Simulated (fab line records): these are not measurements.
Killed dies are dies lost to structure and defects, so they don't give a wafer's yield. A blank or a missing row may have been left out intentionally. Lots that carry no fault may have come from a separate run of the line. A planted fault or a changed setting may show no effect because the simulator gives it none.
fab line records	flow berkeley-cmos170
record lots=15	wafers=45	last-day=11
route steps=331 shown ACTIVE@73 NVT@112 PVT@120 GATE@138
lots that met no fault: taken from a fault-free run of the same line
start-h: start of the lot's first displayed wafer, in hours after the record's first day	wait-h: hours since the lot's step before	" the same as in the row above	L1.1+2: a single row standing in for several wafers	- no value, or no start was given	* or withheld: withheld	< > ~ a bound
route shown NAME@n: names a module that has steps shown in the file, with the first one's number in the route	usual: average and standard deviation across the fault-free wafers	same: alike in all rows	chamber/n: place in a boat	sites: readings site by site	_std_site: how widely they spread, as a standard deviation	_edge_site: the outer-site mean with the inner-site mean subtracted	radius-mm: for every site, how far away it sits from the centre of the wafer	mask NAME#n: copy n	behind: the tool/chamber that last shaped the wafer	hold: why the lot went on hold/how many hours it stayed there/how the hold came to an end	device: the transistor (n, p or np) that didn't switch	end of line: at the end of the route, the tests of the same wafers	for a step that has no rows: nothing shown but its recipe	killed: the dies lost at the first sort to structure and to defects; this is not the yield of the wafer	map: a wafer's dies, x killed, . not, _ none there
set.NAME: setting as actually run; set.NAME@STEP: the setting as run at that earlier step	model.NAME: the simulator's own value behind a step, which no gauge read
the route's steps for a sample of lots (tables are steps, rows are wafers)
services: from which hour (start-h, from the record's first day; less than 0 if before it) a tool's chamber was out of use, for how many hours, and why
## steps
# step UCB170_ACTIVE_CD_MEAS_13
# recipe target-cd-nm=1200
# usual cd-nm=1199.5/1.3
lot.wafer	tool	chamber	start-h	wait-h	cd-nm
L933.3	cd-sem-02	-	77.77	-	1200.1
L933.4	"	-	"	"	1199.1
L933.6	"	-	"	"	1198.2
L935.1	cd-sem-01	-	93.50	-	1200.6
L935.3	"	-	"	"	1200.2
L935.5	"	-	"	"	1199.3
L937.2	cd-sem-01	-	97.67	-	1199.6
L937.5	"	-	"	"	1200.2
L937.6	"	-	"	"	1199.5
L939.3	cd-sem-02	-	109.38	-	1200.4
L939.4	"	-	"	"	1199.9
L939.6	"	-	"	"	1200.0
L943.3	cd-sem-01	-	130.11	-	1200.9
L943.4	"	-	"	"	1199.2
L943.5	"	-	"	"	1200.5
L946.3	cd-sem-01	-	139.78	-	1195.9
L946.5	"	-	"	"	1196.2
L946.6	"	-	"	"	1197.2
L945.2	cd-sem-02	-	140.00	-	1198.0
L945.3	"	-	"	"	1198.2
L945.6	"	-	"	"	1199.3
L949.2	cd-sem-01	-	145.12	-	1197.7
L949.3	"	-	"	"	1198.0
L949.4	"	-	"	"	1198.8
L948.1	cd-sem-01	-	145.22	-	1203.1
L948.3	"	-	"	"	1203.2
L948.4	"	-	"	"	1201.3
L950.1	cd-sem-02	-	170.54	-	1199.5
L950.3	"	-	"	"	1197.1
L950.4	"	-	"	"	1200.0
L952.1	cd-sem-01	-	170.81	-	1199.0
L952.2	"	-	"	"	1198.5
L952.4	"	-	"	"	1200.1
L951.2	cd-sem-02	-	170.89	-	1198.7
L951.4	"	-	"	"	1199.4
L951.6	"	-	"	"	1199.6
L953.1	cd-sem-02	-	171.09	-	1200.3
L953.2	"	-	"	"	1200.6
L953.4	"	-	"	"	1201.4
L954.2	cd-sem-02	-	179.05	-	1199.2
L954.4	"	-	"	"	1201.5
L954.6	"	-	"	"	1199.8
L955.1	cd-sem-01	-	179.32	-	1201.8
L955.3	"	-	"	"	1201.6
L955.6	"	-	"	"	1201.7
# step UCB170_NVT_STRIP_08
# recipe chemistry=O2	power-w=400	pressure-mtorr=3500	platen-temp-c=withheld	o2-flow-sccm=400	overash-fraction=0.5
# usual drypump-motor-current-A=5.79/0.27	oes-product-au=0.735/0.0043	strip-time-to-endpoint-s=21.63/0.058
lot.wafer	tool	chamber	start-h	wait-h	drypump-motor-current-A	oes-product-au	rf-hours-counter-h	strip-time-to-endpoint-s
L933.3	plasma-asher-04	0	103.63	0.1	5.91	0.733	-	21.65
L933.4	"	1	"	"	6.09	0.731	-	21.65
L933.6	"	0	"	"	5.94	0.737	-	21.70
L935.1	plasma-asher-04	0	123.62	0.1	5.87	0.735	41	21.60
L935.3	"	1	"	"	6.06	0.733	-	21.65
L935.5	"	1	"	"	6.07	0.740	-	21.63
L937.2	plasma-asher-04	1	127.40	0.1	6.08	0.739	41	21.58
L937.5	"	0	"	"	5.89	0.735	-	21.60
L937.6	"	1	"	"	6.04	0.723	-	21.55
L939.3	plasma-asher-04	0	136.24	0.1	5.89	0.738	-	21.60
L939.4	"	1	"	"	6.08	0.737	-	21.56
L939.6	"	0	"	"	5.89	0.740	-	21.60
L943.3	plasma-asher-01	0	157.24	0.1	5.03	0.736	-	21.59
L943.4	"	1	"	"	5.59	0.729	-	21.56
L943.5	"	0	"	"	5.01	0.735	-	21.63
L946.3	plasma-asher-01	0	169.31	0.1	5.01	0.736	-	21.70
L946.5	"	0	"	"	5.04	0.736	-	21.74
L946.6	"	1	"	"	5.57	0.730	-	21.66
L945.2	plasma-asher-01	0	170.00	0.1	5.04	0.737	5	21.62
L945.3	"	0	"	"	5.01	0.732	-	21.66
L945.6	"	0	"	"	5.03	0.736	-	21.57
L948.1	plasma-asher-03	1	178.97	0.1	5.51	0.732	42	21.69
L948.3	"	1	"	"	5.54	0.733	-	21.61
L948.4	"	0	"	"	5.84	0.737	-	21.62
L949.2	plasma-asher-04	0	179.17	0.1	5.90	0.738	48	21.63
L949.3	"	1	"	"	6.05	0.731	-	21.63
L949.4	"	0	"	"	5.88	0.727	-	21.67
L952.1	plasma-asher-04	1	199.35	0.1	6.06	0.734	51	21.62
L952.2	"	0	"	"	5.85	0.728	51	21.56
L952.4	"	1	"	"	6.06	0.740	-	21.64
L953.1	plasma-asher-03	1	199.50	0.1	5.55	0.729	45	21.63
L953.2	"	0	"	"	5.81	0.735	45	21.59
L953.4	"	1	"	"	5.54	0.736	-	21.63
L951.2	plasma-asher-04	1	199.62	0.1	6.05	0.734	51	21.59
L951.4	"	1	"	"	6.06	0.730	-	21.61
L951.6	"	1	"	"	6.07	0.736	-	21.60
L950.1	plasma-asher-03	0	199.86	0.1	5.81	0.743	45	21.66
L950.3	"	0	"	"	5.80	0.741	-	21.63
L950.4	"	1	"	"	5.56	0.734	-	21.61
L955.1	plasma-asher-03	0	207.17	0.1	5.82	0.733	46	21.80
L955.3	"	1	"	"	5.56	0.733	-	21.72
L955.6	"	0	"	"	5.81	0.734	-	21.79
L954.2	plasma-asher-04	1	207.41	0.1	6.07	0.740	52	21.69
L954.4	"	0	"	"	5.88	0.739	-	21.67
L954.6	"	1	"	"	6.05	0.737	-	21.70
# step UCB170_PVT_DEVELOP_05
# recipe developer=TMAH	develop-time-s=43.98	resist=KrF	dev-temp-c=21
# usual chill-plate-temp-C=23.00/0.095	develop-time-s=43.98/0	resist-line-temp-C=22.98/0.096
lot.wafer	tool	chamber	start-h	wait-h	chill-plate-temp-C	develop-time-s	resist-line-temp-C
L933.3	litho-track-01	0	106	-	22.96	43.98	22.89
L933.4	"	0	"	"	22.97	43.98	22.94
L933.6	"	0	"	"	22.97	43.98	23.00
L935.1	litho-track-04	0	125	-	22.97	43.98	22.91
L935.3	"	0	"	"	23.08	43.98	22.88
L935.5	"	0	"	"	22.91	43.98	22.93
L937.2	litho-track-03	0	128	-	22.91	43.98	22.93
L937.5	"	0	"	"	22.97	43.98	22.86
L937.6	"	0	"	"	23.04	43.98	23.00
L939.3	litho-track-03	0	137	-	22.93	43.98	23.18
L939.4	"	0	"	"	22.94	43.98	22.86
L939.6	"	0	"	"	22.97	43.98	23.09
L943.3	litho-track-04	-	158	-	-	-	-
L943.4	"	-	159	-	-	-	-
L943.5	"	-	"	"	-	-	-
L946.3	litho-track-04	-	171	-	-	-	-
L946.5	"	-	"	"	-	-	-
L946.6	"	-	"	"	-	-	-
L945.2	litho-track-01	-	171	-	-	-	-
L945.3	"	-	"	"	-	-	-
L945.6	"	-	172	-	-	-	-
L948.1	litho-track-04	0	180	-	22.92	43.98	22.93
L948.3	"	0	"	"	23.13	43.98	22.87
L948.4	"	0	"	"	22.91	43.98	22.89
L949.2	litho-track-04	0	180	-	23.12	43.98	23.10
L949.3	"	0	"	"	23.03	43.98	23.12
L949.4	"	0	"	"	23.15	43.98	23.22
L952.1	litho-track-03	0	200	-	22.99	43.98	22.89
L952.2	"	0	"	"	22.94	43.98	22.84
L952.4	"	0	"	"	22.83	43.98	22.84
L953.1	litho-track-01	0	200	-	22.94	43.98	23.08
L953.2	"	0	"	"	23.09	43.98	22.95
L953.4	"	0	"	"	22.90	43.98	22.96
L951.2	litho-track-04	0	200	-	22.90	43.98	22.99
L951.4	"	0	"	"	22.92	43.98	23.04
L951.6	"	0	201	-	22.86	43.98	22.99
L950.1	litho-track-01	0	201	-	23.00	43.98	23.03
L950.3	"	0	"	"	22.98	43.98	22.94
L950.4	"	0	"	"	22.99	43.98	23.05
L955.1	litho-track-04	0	208	-	23.07	43.98	23.00
L955.3	"	0	"	"	22.91	43.98	22.87
L955.6	"	0	"	"	23.07	43.98	22.78
L954.2	litho-track-03	0	209	-	23.23	43.98	22.87
L954.4	"	0	"	"	23.15	43.98	22.89
L954.6	"	0	"	"	23.10	43.98	23.04
# step UCB170_GATE_CD_MEAS_12
# recipe target-cd-nm=350
# usual cd-nm=350.2/1.1
lot.wafer	tool	chamber	start-h	wait-h	cd-nm
L933.3	cd-sem-02	-	119.89	-	349.4
L933.4	"	-	"	"	350.5
L933.6	"	-	"	"	350.6
L935.1	cd-sem-01	-	135.02	-	350.1
L935.3	"	-	"	"	348.3
L935.5	"	-	"	"	350.6
L937.2	cd-sem-02	-	141.03	-	349.0
L937.5	"	-	"	"	349.1
L937.6	"	-	"	"	348.1
L939.3	cd-sem-02	-	146.79	-	350.8
L939.4	"	-	"	"	351.8
L939.6	"	-	"	"	352.7
L943.3	cd-sem-01	-	171.85	-	349.9
L943.4	"	-	"	"	350.1
L943.5	"	-	"	"	348.2
L946.3	cd-sem-01	-	186.06	-	349.6
L946.5	"	-	"	"	350.7
L946.6	"	-	"	"	350.1
L945.2	cd-sem-02	-	186.45	-	349.3
L945.3	"	-	"	"	349.2
L945.6	"	-	"	"	347.9
L948.1	cd-sem-01	-	190.91	-	351.2
L948.3	"	-	"	"	350.1
L948.4	"	-	"	"	350.8
L949.2	cd-sem-02	-	191.17	-	350.5
L949.3	"	-	"	"	351.4
L949.4	"	-	"	"	350.4
L952.1	cd-sem-01	-	212.84	-	351.8
L952.2	"	-	"	"	351.7
L952.4	"	-	"	"	352.1
L951.2	cd-sem-02	-	212.86	-	348.6
L951.4	"	-	"	"	348.3
L951.6	"	-	"	"	349.4
L953.1	cd-sem-01	-	212.96	-	351.1
L953.2	"	-	"	"	351.1
L953.4	"	-	"	"	350.3
L950.1	cd-sem-02	-	213.11	-	351.5
L950.3	"	-	"	"	351.9
L950.4	"	-	"	"	351.7
L954.2	cd-sem-01	-	220.48	-	349.5
L954.4	"	-	"	"	350.1
L954.6	"	-	"	"	349.3
L955.1	cd-sem-01	-	220.64	-	351.0
L955.3	"	-	"	"	351.1
L955.6	"	-	"	"	351.4
## services
tool	chamber	start-h	hours	kind
plasma-asher-01	-	108.75	9.0	pm
plasma-asher-01	0	108.75	9.0	vent-cycle
plasma-asher-01	1	108.75	9.0	vent-cycle
plasma-asher-03	-	110.45	9.6	repair
plasma-asher-01	0	117.75	-	clean
plasma-asher-01	1	117.75	-	clean
plasma-asher-01	-	130.21	9.0	repair
plasma-asher-01	-	178.09	28.1	pm
## key
first-sign step=UCB170_PVT_DEVELOP_05	reading=tool-record	direction=missing
effect none on later readings
met-at UCB170_PVT_DEVELOP_05
struck-lots L943,L945,L946
sort-left-out L943.3,L943.4,L943.5,L945.2,L945.3,L945.6,L946.3,L946.5,L946.6
tester-left-out L943,L945,L946
not-acting-at UCB170_ACTIVE_CD_MEAS_13,UCB170_NVT_STRIP_08,UCB170_GATE_CD_MEAS_12
fault kind=skipped-step-whole	tool=litho-track-01,litho-track-04	chamber=-	onset-h=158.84	steps=UCB170_PVT_DEVELOP_05	scope=struck-lots-only
# tester-left-out: of these lots the tester's yield and bins aren't shown, on N5 and GAA mostly nor the transistor test; their killed dies are dies lost to structure and defects alone, not to doping, threshold or leakage, so they don't give the yield
# sort-left-out: the simulated sort isn't trusted on such a fault, so these wafers' sort isn't shown, and their yield isn't known
